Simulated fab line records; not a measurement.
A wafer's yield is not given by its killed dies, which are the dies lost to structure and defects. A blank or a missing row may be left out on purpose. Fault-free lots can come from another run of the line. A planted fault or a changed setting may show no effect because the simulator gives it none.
Split-lot trial    flow rit_cmos    on a route of 202 steps: 5 lots, 23 wafers read

THE SPLIT ITSELF
At RIT_PRETRO_IMPLANT_08, the setting energy_kev was moved away from the recipe's 45 on 11 of the 23 wafers read, by -5.0% to +5.8%. All remaining wafers had this setting at the recipe value.

The reading is taken at the split's own step.

THE READING
implant.drp_nm (the simulator's own value, which no gauge read), in nm, at RIT_PRETRO_IMPLANT_08. No usual value for it is given in the file.

wafer   tool, chamber at the split  energy_kev as run  against the recipe  implant.drp_nm, nm  against lot-mates on the recipe
L074.1  implanter-03, 0             47.63              +5.8%               56.94               +1.87
L074.4  implanter-03, 0             47.63              +5.8%               56.94               +1.87
L074.6  implanter-03, 0             47.63              +5.8%               56.94               +1.87
L074.3  implanter-03, 0             45                 recipe              55.07               -
L074.5  implanter-03, 0             45                 recipe              55.07               -
L076.1  implanter-03, 0             45                 recipe              55.07               -
L076.5  implanter-03, 0             45                 recipe              55.07               -
L076.2  implanter-03, 0             43.82              -2.6%               54.21               -0.86
L076.4  implanter-03, 0             43.82              -2.6%               54.21               -0.86
L076.6  implanter-03, 0             43.82              -2.6%               54.21               -0.86
L077.1  implanter-03, 0             42.77              -5.0%               53.42               -1.65
L077.5  implanter-03, 0             42.77              -5.0%               53.42               -1.65
L077.3  implanter-03, 0             45                 recipe              55.07               -
L077.4  implanter-03, 0             45                 recipe              55.07               -
L077.6  implanter-03, 0             45                 recipe              55.07               -
L078.1  implanter-03, 0             45                 recipe              55.07               -
L078.3  implanter-03, 0             45                 recipe              55.07               -
L078.6  implanter-03, 0             45                 recipe              55.07               -
L079.1  implanter-03, 0             46.77              +3.9%               56.34               +1.27
L079.4  implanter-03, 0             46.77              +3.9%               56.34               +1.27
L079.5  implanter-03, 0             46.77              +3.9%               56.34               +1.27
L079.2  implanter-03, 0             45                 recipe              55.07               -
L079.3  implanter-03, 0             45                 recipe              55.07               -

THE FIT
A straight line over all 23 wafers: implant.drp_nm changes by +0.325 nm for each +1% of energy_kev; r = +1.00; the points scatter about the line by 0.014 nm.
The same after taking each lot's own level away (the mean of its wafers on the recipe; 23 wafers): +0.325 nm for each +1%; r = +1.00; scatter 0.014 nm.
That fit puts the effect of the largest move of energy_kev on the reading at 1.9 nm.
The lots' own levels span 55.070 to 55.070 nm.
The two slopes are in agreement: the lot-to-lot level therefore moves the slope only a little.
Check: with one of the wafers moved furthest among these (+5.8%) left out of the fit, the line predicts +1.89 nm for it against its lot-mates. It came out at +1.87 nm against them.

OTHER SPLITS ON THESE WAFERS
Note: prior to the reading, these wafers also went through further splits. Each is held against what the fit with the lots' levels taken away leaves over:
other split on the same wafers   wafers away from the commonest value  r with implant.drp_nm (lot level and that fit taken away)
RIT_ACTIVE_COAT_06 spin_rpm      10                                    -0.28
RIT_FOX1_OXIDATION_00 ox_time_s  18                                    +0.16
RIT_NWELL_IMPLANT_08 dose_cm2    8                                     -0.22
RIT_PWELL_COAT_01 spin_rpm       9                                     +0.12
RIT_PWELL_IMPLANT_08 energy_kev  6                                     -0.31

THE WHOLE CHAIN: every reading that the file lists as answering this split, in the file's order
step                   what it does  reading                                                          change (the file's fit)                r (the file's)
RIT_PRETRO_IMPLANT_08                implant.rp_nm (the simulator's own value, which no gauge read)   +1.37 nm for each +1% of the setting   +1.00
RIT_PRETRO_IMPLANT_08                implant.drp_nm (the simulator's own value, which no gauge read)  +0.325 nm for each +1% of the setting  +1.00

FILE'S OWN FIT
implant.drp_nm changes by +0.325 nm for each +1% of energy_kev, r = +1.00.
